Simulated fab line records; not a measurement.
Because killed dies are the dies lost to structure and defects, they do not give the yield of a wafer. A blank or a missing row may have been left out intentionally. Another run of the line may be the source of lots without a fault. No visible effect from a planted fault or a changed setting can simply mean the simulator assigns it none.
Which tool did it? / flow rit cmos / 42 wafers from 14 lots sampled at 3 of the route's 202 steps

WHAT EACH GAUGE READ, for each wafer
RIT_SILICIDE_RS_MEAS_02: a four-point-probe measurement.
lot=L844; measured=day 3 07:00; on=film metro-02; SILICIDE_TI_RS (ohm/sq)=48.6 48.8 48.6
lot=L845; measured=day 3 17:32; on=film metro-02; SILICIDE_TI_RS (ohm/sq)=48.1 47.1 47.6
lot=L846; measured=day 3 21:03; on=film metro-04; SILICIDE_TI_RS (ohm/sq)=48.6 49.3 48.8
lot=L847; measured=day 3 23:55; on=film metro-04; SILICIDE_TI_RS (ohm/sq)=48.3 48.5 48.5
lot=L848; measured=day 4 06:44; on=film metro-01; SILICIDE_TI_RS (ohm/sq)=48.0 48.1 48.1
lot=L849; measured=day 4 09:49; on=film metro-02; SILICIDE_TI_RS (ohm/sq)=49.6 48.9 49.3
lot=L853; measured=day 5 03:28; on=film metro-02; SILICIDE_TI_RS (ohm/sq)=48.3 47.9 36.3 48.8 48.3 36.5
lot=L855; measured=day 5 16:39; on=film metro-01; SILICIDE_TI_RS (ohm/sq)=47.8 35.9 47.8 48.1 36.2 48.4
lot=L861; measured=day 6 20:58; on=film metro-01; SILICIDE_TI_RS (ohm/sq)=48.7 49.0 48.1
lot=L862; measured=day 7 03:22; on=film metro-01; SILICIDE_TI_RS (ohm/sq)=47.5 47.6 47.7
lot=L863; measured=day 7 06:50; on=film metro-01; SILICIDE_TI_RS (ohm/sq)=47.8 47.5 48.1
lot=L865; measured=day 7 17:40; on=film metro-02; SILICIDE_TI_RS (ohm/sq)=47.6 48.0 47.9
lot=L866; measured=day 7 21:59; on=film metro-01; SILICIDE_TI_RS (ohm/sq)=48.5 47.8 49.3
lot=L867; measured=day 7 22:55; on=film metro-04; SILICIDE_TI_RS (ohm/sq)=48.2 47.9 47.8

RIT_SILICIDE_THK_MEAS_03: measures by xrf.
lot=L844; measured=day 3 07:07; on=film metro-02; SILICIDE_TI_THK (nm)=29.7 29.7 29.6
lot=L845; measured=day 3 17:39; on=film metro-02; SILICIDE_TI_THK (nm)=30.1 30.7 30.2
lot=L846; measured=day 3 21:10; on=film metro-04; SILICIDE_TI_THK (nm)=29.6 29.3 29.6
lot=L847; measured=day 4 00:01; on=film metro-04; SILICIDE_TI_THK (nm)=29.8 29.7 29.7
lot=L848; measured=day 4 06:51; on=film metro-01; SILICIDE_TI_THK (nm)=30.2 30.1 30.1
lot=L849; measured=day 4 09:56; on=film metro-02; SILICIDE_TI_THK (nm)=29.4 29.8 29.7
lot=L853; measured=day 5 06:40; on=film metro-02; SILICIDE_TI_THK (nm)=30.0 30.4 31.2
lot=L855; measured=day 5 18:02; on=film metro-01; SILICIDE_TI_THK (nm)=30.3 31.4 30.2
lot=L861; measured=day 6 21:04; on=film metro-01; SILICIDE_TI_THK (nm)=29.8 29.7 29.9
lot=L862; measured=day 7 03:29; on=film metro-01; SILICIDE_TI_THK (nm)=30.5 30.4 30.3
lot=L863; measured=day 7 06:58; on=film metro-01; SILICIDE_TI_THK (nm)=30.4 30.3 30.1
lot=L865; measured=day 7 17:47; on=film metro-02; SILICIDE_TI_THK (nm)=30.2 29.8 30.0
lot=L866; measured=day 7 22:05; on=film metro-01; SILICIDE_TI_THK (nm)=29.9 30.3 29.5
lot=L867; measured=day 7 23:02; on=film metro-04; SILICIDE_TI_THK (nm)=30.1 30.2 30.2

TOOL THAT RAN EACH LOT (tool first, then ch and the chambers of the sampled wafers, then the start)
lot=L844; RIT_SILICIDE_SPUTTER_01=pvd sputter-04, day 3 06:51
lot=L845; RIT_SILICIDE_SPUTTER_01=pvd sputter-03, day 3 17:23
lot=L846; RIT_SILICIDE_SPUTTER_01=pvd sputter-04, day 3 20:53
lot=L847; RIT_SILICIDE_SPUTTER_01=pvd sputter-03, day 3 23:44
lot=L848; RIT_SILICIDE_SPUTTER_01=pvd sputter-04, day 4 06:34
lot=L849; RIT_SILICIDE_SPUTTER_01=pvd sputter-03, day 4 09:40
lot=L853; RIT_SILICIDE_SPUTTER_01=pvd sputter-04, day 5 03:17
lot=L855; RIT_SILICIDE_SPUTTER_01=pvd sputter-04, day 5 16:29
lot=L861; RIT_SILICIDE_SPUTTER_01=pvd sputter-02, day 6 20:47
lot=L862; RIT_SILICIDE_SPUTTER_01=pvd sputter-03, day 7 03:13
lot=L863; RIT_SILICIDE_SPUTTER_01=pvd sputter-03, day 7 06:41
lot=L865; RIT_SILICIDE_SPUTTER_01=pvd sputter-03, day 7 17:31
lot=L866; RIT_SILICIDE_SPUTTER_01=pvd sputter-04, day 7 21:47
lot=L867; RIT_SILICIDE_SPUTTER_01=pvd sputter-02, day 7 22:46
- RIT_SILICIDE_SPUTTER_01: material Ti, target thk 30 nm, time 240 s.

AS READ BY THE TOOLS THEMSELVES (means over the sampled wafers that have a number; for cases with no such wafer, the mark the record gives instead)
RIT_SILICIDE_SPUTTER_01.
lot=L844; tool=pvd sputter-04; chamber pressure pa (Pa)=0.6666; throttle valve pct (%)=29.9
lot=L845; tool=pvd sputter-03; chamber pressure pa (Pa)=0.6676; throttle valve pct (%)=30.4
lot=L846; tool=pvd sputter-04; chamber pressure pa (Pa)=0.6663; throttle valve pct (%)=30.5
lot=L847; tool=pvd sputter-03; chamber pressure pa (Pa)=0.6701; throttle valve pct (%)=30.8
lot=L848; tool=pvd sputter-04; chamber pressure pa (Pa)=0.6675; throttle valve pct (%)=30.1
lot=L849; tool=pvd sputter-03; chamber pressure pa (Pa)=0.6669; throttle valve pct (%)=30.7
lot=L853; tool=pvd sputter-04; chamber pressure pa (Pa)=0.6377; throttle valve pct (%)=30.9
lot=L855; tool=pvd sputter-04; chamber pressure pa (Pa)=0.6374; throttle valve pct (%)=30.8
lot=L861; tool=pvd sputter-02; chamber pressure pa (Pa)=0.6671; throttle valve pct (%)=28.7
lot=L862; tool=pvd sputter-03; chamber pressure pa (Pa)=0.6677; throttle valve pct (%)=30.7
lot=L863; tool=pvd sputter-03; chamber pressure pa (Pa)=0.6672; throttle valve pct (%)=31.1
lot=L865; tool=pvd sputter-03; chamber pressure pa (Pa)=0.6676; throttle valve pct (%)=30.5
lot=L866; tool=pvd sputter-04; chamber pressure pa (Pa)=0.6671; throttle valve pct (%)=30.4
lot=L867; tool=pvd sputter-02; chamber pressure pa (Pa)=0.6669; throttle valve pct (%)=28.6

THE ANSWER, worked out from the rows above alone
Rule: usual is defined by the lots themselves. Put in order of their means at a reading, lots are off if they are a third of the lots or fewer, leave a main group of 4 or more, and stand apart from it by a gap of 3 or more times the standard deviation of the main group's means; of several such gaps the widest counts. A main group whose means are all the same, to the digits that the tables above print for the reading, isn't used. Also off: a lot with no number at a reading for which 4 or more lots have one. All remaining lots with rows at the step are treated as sound. The gauges are gone through in route order, then the tools' own readings, and for those a lot's mean is taken as printed above. At the first step where some lot is off, the reading lying furthest off is the one used; lots without a number count as furthest.
Off: L853, L855, seen at RIT_SILICIDE_RS_MEAS_02 (SILICIDE_TI_RS). The main group has a mean of 48.3 ohm/sq with a standard deviation of 0.52.
A tool fits if, at a process step before that reading, it ran every lot that is off, and no sound lot after the first of them. Not tried: the gauges at RIT_SILICIDE_RS_MEAS_02; whatever is off there is also off at RIT_SILICIDE_SPUTTER_01, on other tools, and gauge error can't account for it. Not one of the candidates tried fits.

WHAT WAS PUT IN BY THE SIMULATOR
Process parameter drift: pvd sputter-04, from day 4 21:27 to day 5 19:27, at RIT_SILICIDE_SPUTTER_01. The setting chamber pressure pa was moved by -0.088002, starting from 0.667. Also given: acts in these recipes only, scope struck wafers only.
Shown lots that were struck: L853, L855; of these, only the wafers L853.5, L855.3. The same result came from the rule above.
